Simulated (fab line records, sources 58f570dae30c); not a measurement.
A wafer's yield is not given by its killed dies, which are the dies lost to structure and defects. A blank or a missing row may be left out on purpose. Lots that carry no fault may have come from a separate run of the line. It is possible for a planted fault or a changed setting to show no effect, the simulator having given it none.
fab line records	flow berkeleyCmos170
[record] lots = 14	wafers = 42	lastDay = 13
route steps=331 shown START@4 ZERO@9 NWELL@16 PWELL@50
lots that met no fault: taken from a fault-free run of the same line
startH: hours from the record's opening day to when the first of the lot's shown wafers began	waitH: how many hours have passed since the lot's step before this one	" identical to the entry in the row above	L1.1+2: a row that stands for several wafers	- either no value or no given start	* or withheld: withheld	< > ~ a bound
route shown NAME@n: names a module that has steps shown in the file, with the first one's number in the route	usual: mean and standard deviation over wafers with no fault	same: alike in all rows	chamber/n: place in a boat	sites: readings site by site	_std_site: standard deviation across them	_edge_site: outer sites' mean less inner sites'	radiusMm: how far each site lies from the wafer's centre	mask NAME#n: copy n	behind: the tool/chamber that last shaped the wafer	hold: why the lot went on hold/how many hours it stayed there/how the hold came to an end	device: whichever transistor did not switch (one of n, p or np)	end of line: tests run on the same wafers once the route is complete	step lacking rows: just its recipe	killed: dies lost to structure and defects at the first sort, not the wafer's yield	map: dies across one wafer; x = killed, . = not, _ = none there
set.NAME: the setting as run; set.NAME@STEP: as run at that earlier step	model.NAME: the simulator's own value behind a step, which no gauge read
one table for each step of the route and one row for each wafer, over a sample of lots
services: the hour from which a tool's chamber was out of use, counted from the record's first day as startH (under 0 if before that day), plus the number of hours and why
[[steps]]
[step UCB170_START_THK_MEAS_03]
[recipe] reads = SiO2_of_START_OXIDATION_02
[usual] START_OXIDE_THK = 20.1/0.34
lot.wafer	tool	chamber	startH	waitH	START_OXIDE_THK[nm]
L809.1	filmMetro-03	-	18.89	0.0	19.8
L809.2	"	-	"	"	19.4
L809.5	"	-	"	"	19.7
L810.1	filmMetro-03	-	25.49	0.0	20.5
L810.2	"	-	"	"	20.4
L810.4	"	-	"	"	20.5
L811.1	filmMetro-02	-	30.49	0.0	20.3
L811.2	"	-	"	"	20.6
L811.4	"	-	"	"	20.4
L812.3	filmMetro-02	-	36.36	0.0	20.7
L812.4	"	-	"	"	20.3
L812.5	"	-	"	"	20.6
L814.1	filmMetro-03	-	42.39	0.0	19.6
L814.3	"	-	"	"	19.5
L814.4	"	-	"	"	19.6
L815.2	filmMetro-04	-	51.32	0.0	20.0
L815.4	"	-	"	"	20.2
L815.6	"	-	"	"	20.3
L816.1	filmMetro-02	-	55.66	0.0	19.8
L816.2	"	-	"	"	19.7
L816.5	"	-	"	"	19.6
L820.1	filmMetro-03	-	72.43	0.0	20.6
L820.3	"	-	"	"	20.5
L820.5	"	-	"	"	20.8
L823.3	filmMetro-04	-	87.50	0.0	20.3
L823.4	"	-	"	"	20.3
L823.6	"	-	"	"	20.3
L824.1	filmMetro-04	-	97.40	0.0	20.5
L824.4	"	-	"	"	20.8
L824.6	"	-	"	"	20.8
L828.1	filmMetro-02	-	117.76	0.0	20.6
L828.4	"	-	"	"	20.6
L828.5	"	-	"	"	20.4
L829.2	filmMetro-03	-	117.77	0.0	19.4
L829.3	"	-	"	"	20.3
L829.5	"	-	"	"	19.8
L830.3	filmMetro-02	-	124.96	0.0	20.3
L830.4	"	-	"	"	20.3
L830.5	"	-	"	"	20.2
L831.1	filmMetro-02	-	129.01	0.0	20.3
L831.2	"	-	"	"	20.0
L831.4	"	-	"	"	20.2
[step UCB170_ZERO_EXPOSE_03]
[recipe] maskId = PM_MARKS	na = 0.5	sigmaOuter = 0.6	sourceShape = conventional	targetCdNm = 4000	doseMj = 30
[usual] exposureDoseMJCm2 = 30.003/0.027	focusOffsetNm = 0.1/0.5	na = 0.5/0	reticleTempC = 22.98/0.11
lot.wafer	tool	chamber	startH	waitH	mask	exposureDoseMJCm2	focusOffsetNm	na	reticleTempC
L809.1	krfScanner-02	0	24.81	0.3	PM_MARKS#0	30.004	0.1	0.5	22.91
L809.2	"	0	"	"	PM_MARKS#0	30.016	-0.3	0.5	22.98
L809.5	"	0	"	"	PM_MARKS#0	30.064	0.8	0.5	22.82
L810.1	krfScanner-01	0	31.42	0.2	PM_MARKS#0	30.021	0.2	0.5	23.08
L810.2	"	0	"	"	PM_MARKS#0	30.010	-0.3	0.5	22.97
L810.4	"	0	"	"	PM_MARKS#0	29.948	0.0	0.5	23.01
L811.1	krfScanner-01	0	37.38	0.1	PM_MARKS#0	30.013	-0.1	0.5	22.78
L811.2	"	0	"	"	PM_MARKS#0	29.995	-0.2	0.5	22.96
L811.4	"	0	"	"	PM_MARKS#0	30.016	0.6	0.5	22.84
L812.3	krfScanner-02	0	44.28	0.2	PM_MARKS#0	30.055	0.3	0.5	22.84
L812.4	"	0	"	"	PM_MARKS#0	30.023	-0.4	0.5	23.01
L812.5	"	0	"	"	PM_MARKS#0	30.012	0.2	0.5	22.94
L814.1	krfScanner-01	0	49.25	0.3	PM_MARKS#0	29.981	0.9	0.5	22.95
L814.3	"	0	"	"	PM_MARKS#0	29.956	1.0	0.5	22.98
L814.4	"	0	"	"	PM_MARKS#0	29.995	0.8	0.5	22.89
L815.2	krfScanner-01	0	57.61	0.1	PM_MARKS#0	29.993	0.0	0.5	22.89
L815.4	"	0	"	"	PM_MARKS#0	30.020	-0.1	0.5	23.06
L815.6	"	0	"	"	PM_MARKS#0	29.983	0.1	0.5	23.00
L816.1	krfScanner-02	0	63.94	0.2	PM_MARKS#0	29.985	0.1	0.5	23.15
L816.2	"	0	"	"	PM_MARKS#0	30.020	0.2	0.5	22.89
L816.5	"	0	"	"	PM_MARKS#0	30.012	0.1	0.5	23.01
L820.1	krfScanner-01	0	79.02	0.4	PM_MARKS#0	29.990	0.0	0.5	23.04
L820.3	"	0	"	"	PM_MARKS#0	29.979	-1.1	0.5	23.13
L820.5	"	0	"	"	PM_MARKS#0	29.992	-0.2	0.5	22.98
L823.3	krfScanner-02	0	95.25	0.5	PM_MARKS#0	29.989	0.3	0.5	22.86
L823.4	"	0	"	"	PM_MARKS#0	29.940	-0.1	0.5	22.80
L823.6	"	0	"	"	PM_MARKS#0	29.972	0.0	0.5	22.91
L824.1	krfScanner-02	0	106.44	0.2	PM_MARKS#0	29.990	0.0	0.5	23.04
L824.4	"	0	"	"	PM_MARKS#0	29.997	-0.1	0.5	23.00
L824.6	"	0	"	"	PM_MARKS#0	30.001	-0.1	0.5	22.95
L829.2	krfScanner-02	-	124.28	0.1	PM_MARKS#0	-	-	-	-
L829.3	"	-	"	"	PM_MARKS#0	-	-	-	-
L829.5	"	-	"	"	PM_MARKS#0	-	-	-	-
L828.1	krfScanner-01	-	124.50	0.3	PM_MARKS#0	-	-	-	-
L828.4	"	-	"	"	PM_MARKS#0	-	-	-	-
L828.5	"	-	"	"	PM_MARKS#0	-	-	-	-
L830.3	krfScanner-01	0	129.10	0.1	PM_MARKS#0	30.020	0.2	0.5	22.85
L830.4	"	0	"	"	PM_MARKS#0	29.993	0.1	0.5	23.12
L830.5	"	0	"	"	PM_MARKS#0	30.009	-0.1	0.5	22.89
L831.1	krfScanner-02	0	134.61	0.2	PM_MARKS#0	29.967	0.9	0.5	22.94
L831.2	"	0	"	"	PM_MARKS#0	30.010	0.8	0.5	22.95
L831.4	"	0	"	"	PM_MARKS#0	30.019	1.0	0.5	23.00
[step UCB170_ZERO_ETCH_06]
[recipe] chemistry = CHF3/CF4/Ar	target = SiO2	timeS = 12	pressureMtorr = 100	rfW = 500	CHF3_flow_sccm = 50	cf4FlowSccm = 10	Ar_flow_sccm = 120	overEtchFrac = 1.58
[usual] drypumpMotorCurrentA = 5.8/0.43	oesProductAu = 0.617/0.01	throttleValvePct = 9.20/0.16
lot.wafer	tool	chamber	startH	waitH	drypumpMotorCurrentA	oesProductAu	rfHoursCounterH	throttleValvePct
L809.1	rieDiel-02	3	25.46	-	6.1	0.607	9	9.43
L809.2	"	0	"	"	6.4	0.598	30	9.21
L809.5	"	2	"	"	6.1	0.619	-	9.26
L810.1	rieDiel-02	3	31.81	-	6.1	0.607	9	9.43
L810.2	"	2	"	"	6.1	0.621	36	9.26
L810.4	"	0	"	"	6.4	0.600	30	9.19
L811.1	rieDiel-04	3	37.77	-	5.7	0.611	1	9.22
L811.2	"	0	"	"	5.8	0.631	135	9.15
L811.4	"	1	"	"	6.2	0.613	21	9.28
L812.3	rieDiel-02	1	44.64	-	6.3	0.624	169	9.06
L812.4	"	0	"	"	6.4	0.597	31	9.19
L812.5	"	2	"	"	6.1	0.620	-	9.28
L814.1	rieDiel-03	0	49.96	-	5.3	0.636	147	8.91
L814.3	"	2	"	"	4.8	0.616	1	9.04
L814.4	"	3	"	"	5.1	0.620	119	9.30
L815.2	rieDiel-02	0	58.21	-	6.4	0.602	31	9.19
L815.4	"	2	"	"	6.1	0.621	37	9.28
L815.6	"	1	"	"	6.2	0.625	-	9.05
L816.1	rieDiel-03	3	64.33	-	5.2	0.609	120	9.33
L816.2	"	0	"	"	5.3	0.634	148	8.90
L816.5	"	0	"	"	5.3	0.638	-	8.92
L820.1	rieDiel-03	1	79.41	-	5.9	0.621	41	9.51
L820.3	"	2	"	"	4.9	0.619	2	9.05
L820.5	"	1	"	"	5.9	0.618	-	9.52
L823.3	rieDiel-04	0	96.02	-	5.8	0.627	137	9.16
L823.4	"	2	"	"	5.7	0.621	67	9.06
L823.6	"	1	"	"	6.2	0.611	-	9.28
L824.1	rieDiel-04	2	106.83	-	5.7	0.617	67	9.07
L824.4	"	1	"	"	6.2	0.620	23	9.24
L824.6	"	1	"	"	6.2	0.619	-	9.25
L829.2	rieDiel-03	1	124.98	-	5.9	0.378	44	9.50
L829.3	"	0	"	"	5.3	0.383	151	8.91
L829.5	"	3	"	"	5.2	0.375	-	9.30
L828.1	rieDiel-04	2	125.08	-	5.7	0.380	68	9.03
L828.4	"	3	"	"	5.8	0.370	4	9.21
L828.5	"	0	"	"	5.8	0.383	-	9.13
L830.3	rieDiel-02	2	129.45	-	6.1	0.618	41	9.26
L830.4	"	0	"	"	6.4	0.605	36	9.22
L830.5	"	3	"	"	6.1	0.607	-	9.41
L831.1	rieDiel-02	1	135.00	-	6.3	0.618	3	9.05
L831.2	"	2	"	"	6.1	0.616	41	9.27
L831.4	"	3	"	"	6.1	0.602	14	9.41
[step UCB170_NWELL_THK_MEAS_02]
[recipe] reads = SiO2_of_NWELL_OXIDATION_01
[usual] NWELL_OXIDE_THK = 26.3/0.48
lot.wafer	tool	chamber	startH	waitH	NWELL_OXIDE_THK[nm]
L809.1	filmMetro-01	-	31.44	0.0	25.9
L809.2	"	-	"	"	25.7
L809.5	"	-	"	"	25.6
L810.1	filmMetro-02	-	38.39	0.0	26.2
L810.2	"	-	"	"	25.7
L810.4	"	-	"	"	26.0
L811.1	filmMetro-04	-	44.15	0.0	26.4
L811.2	"	-	"	"	26.3
L811.4	"	-	"	"	26.3
L812.3	filmMetro-04	-	50.39	0.0	26.6
L812.4	"	-	"	"	26.6
L812.5	"	-	"	"	27.3
L814.1	filmMetro-02	-	55.26	0.0	25.8
L814.3	"	-	"	"	26.0
L814.4	"	-	"	"	26.7
L816.1	filmMetro-04	-	66.11	0.0	26.1
L816.2	"	-	"	"	25.9
L816.5	"	-	"	"	26.0
L815.2	filmMetro-02	-	66.12	0.0	26.1
L815.4	"	-	"	"	26.1
L815.6	"	-	"	"	26.6
L820.1	filmMetro-04	-	84.73	0.1	25.4
L820.3	"	-	"	"	25.7
L820.5	"	-	"	"	25.8
L823.3	filmMetro-04	-	104.52	0.0	26.3
L823.4	"	-	"	"	26.0
L823.6	"	-	"	"	26.2
L824.1	filmMetro-04	-	113.51	0.0	26.9
L824.4	"	-	"	"	26.9
L824.6	"	-	"	"	26.8
L830.3	filmMetro-04	-	135.88	0.0	26.9
L830.4	"	-	"	"	26.6
L830.5	"	-	"	"	26.5
L831.1	filmMetro-01	-	142.67	0.0	26.3
L831.2	"	-	"	"	26.6
L831.4	"	-	"	"	26.2
[step UCB170_PWELL_STRIP_16]
[recipe] chemistry = O2	powerW = 400	pressureMtorr = 3500	platenTempC = withheld	o2FlowSccm = 400	overashFraction = 0.5
[usual] drypumpMotorCurrentA = 5.5/0.66	oesProductAu = 0.721/0.0047	stripTimeToEndpointS = 18.10/0.081
lot.wafer	tool	chamber	startH	waitH	drypumpMotorCurrentA	oesProductAu	rfHoursCounterH	stripTimeToEndpointS
L809.1	plasmaAsher-02	0	65.13	0.1	4.7	0.721	32	18.11
L809.2	"	1	"	"	6.3	0.725	32	18.20
L809.5	"	1	"	"	6.3	0.722	-	18.10
L810.1	plasmaAsher-01	1	72.27	0.1	4.8	0.721	31	18.13
L810.2	"	0	"	"	5.2	0.722	31	18.00
L810.4	"	1	"	"	4.8	0.727	-	18.09
L811.1	plasmaAsher-01	0	72.55	0.1	5.2	0.708	31	18.00
L811.2	"	1	"	"	4.8	0.722	31	17.94
L811.4	"	0	"	"	5.2	0.725	-	18.08
L812.3	plasmaAsher-02	1	82.30	0.1	6.3	0.725	-	18.07
L812.4	"	0	"	"	4.7	0.715	-	18.17
L812.5	"	0	"	"	4.7	0.723	-	17.99
L814.1	plasmaAsher-03	1	85.51	0.1	6.4	0.710	29	17.90
L814.3	"	1	"	"	6.4	0.721	-	17.99
L814.4	"	0	"	"	5.7	0.718	-	18.03
L816.1	plasmaAsher-03	0	96.25	0.1	5.7	0.723	30	18.05
L816.2	"	1	"	"	6.4	0.724	30	17.96
L816.5	"	0	"	"	5.7	0.714	-	18.00
L815.2	plasmaAsher-02	0	96.53	0.1	4.7	0.723	36	18.30
L815.4	"	1	"	"	6.3	0.723	-	18.06
L815.6	"	0	"	"	4.7	0.718	-	18.14
L820.1	plasmaAsher-03	0	121.27	0.1	5.7	0.722	33	18.21
L820.3	"	0	"	"	5.7	0.726	-	18.24
L820.5	"	1	"	"	6.4	0.717	-	18.19
L823.3	plasmaAsher-01	1	133.95	0.1	4.8	0.716	-	18.33
L823.4	"	0	"	"	5.2	0.716	-	18.17
L823.6	"	1	"	"	4.8	0.722	-	18.09
L824.1	plasmaAsher-01	1	147.19	0.1	4.8	0.723	38	18.06
L824.4	"	1	"	"	4.8	0.729	-	18.09
L824.6	"	0	"	"	5.2	0.714	-	18.08
L830.3	plasmaAsher-03	1	168.16	0.1	6.4	0.723	-	18.11
L830.4	"	0	"	"	5.7	0.723	-	18.17
L830.5	"	0	"	"	5.7	0.727	-	18.18
L831.1	plasmaAsher-01	0	174.66	0.1	5.2	0.713	41	18.11
L831.2	"	1	"	"	4.8	0.724	41	18.14
L831.4	"	1	"	"	4.8	0.718	-	18.02
[[services]]
tool	chamber	startH	hours	kind
plasmaAsher-03	-	4.80	43.0	repair
krfScanner-01	-	9.11	1.0	pm
rieDiel-04	-	11.27	2.3	repair
krfScanner-01	-	20.59	4.3	repair
krfScanner-02	-	24.93	0.8	pm
rieDiel-03	-	28.27	0.6	repair
krfScanner-01	-	32.23	1.7	repair
krfScanner-02	-	36.45	1.0	pm
rieDiel-04	1	41.01	2.6	repair
plasmaAsher-03	-	47.82	28.1	pm
krfScanner-02	-	56.81	4.0	pm
plasmaAsher-01	-	67.08	1.3	repair
rieDiel-02	3	75.11	7.0	repair
rieDiel-04	2	81.43	3.5	repair
krfScanner-01	-	83.87	0.8	pm
plasmaAsher-01	-	90.49	5.7	repair
krfScanner-01	-	103.31	21.0	pm
plasmaAsher-03	-	106.66	2.8	pm
plasmaAsher-01	-	122.33	3.5	repair
krfScanner-02	-	128.14	1.3	pm
krfScanner-01	-	130.60	1.3	pm
plasmaAsher-01	-	137.47	0.7	repair
krfScanner-02	-	144.60	2.0	repair
krfScanner-02	-	158.40	3.6	repair
[[key]]
[firstSign] step = UCB170_ZERO_EXPOSE_03	reading = toolRecord	direction = missing
[effect] step = UCB170_ZERO_ETCH_06	reading = oesProductAu	direction = down	sigmas = 23	usual = 0.617	struck = 0.378
metAt UCB170_ZERO_EXPOSE_03
struckLots L828,L829
laterRowsLeftOut L828.1,L828.4,L828.5,L829.2,L829.3,L829.5
sortLeftOut L828.1,L828.4,L828.5,L829.2,L829.3,L829.5
testerLeftOut L828,L829
notActingAt UCB170_START_THK_MEAS_03,UCB170_NWELL_THK_MEAS_02,UCB170_PWELL_STRIP_16
onsetBetween 106.44 124.28
[fault] kind = skippedStepWhole	tool = krfScanner-01,krfScanner-02	chamber = -	onsetH = 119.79	steps = UCB170_ZERO_EXPOSE_03	scope = struckLotsOnly
// testerLeftOut: of these lots the tester's yield and bins aren't shown, on N5 and GAA mostly nor the transistor test; their killed dies are dies lost to structure and defects alone, not to doping, threshold or leakage, so they don't give the yield
// sortLeftOut: the simulated sort isn't trusted on such a fault, so these wafers' sort isn't shown, and their yield isn't known
// laterRowsLeftOut: the simulator's readings of these wafers behind a module that went badly wrong aren't trusted and aren't shown, but for the sort
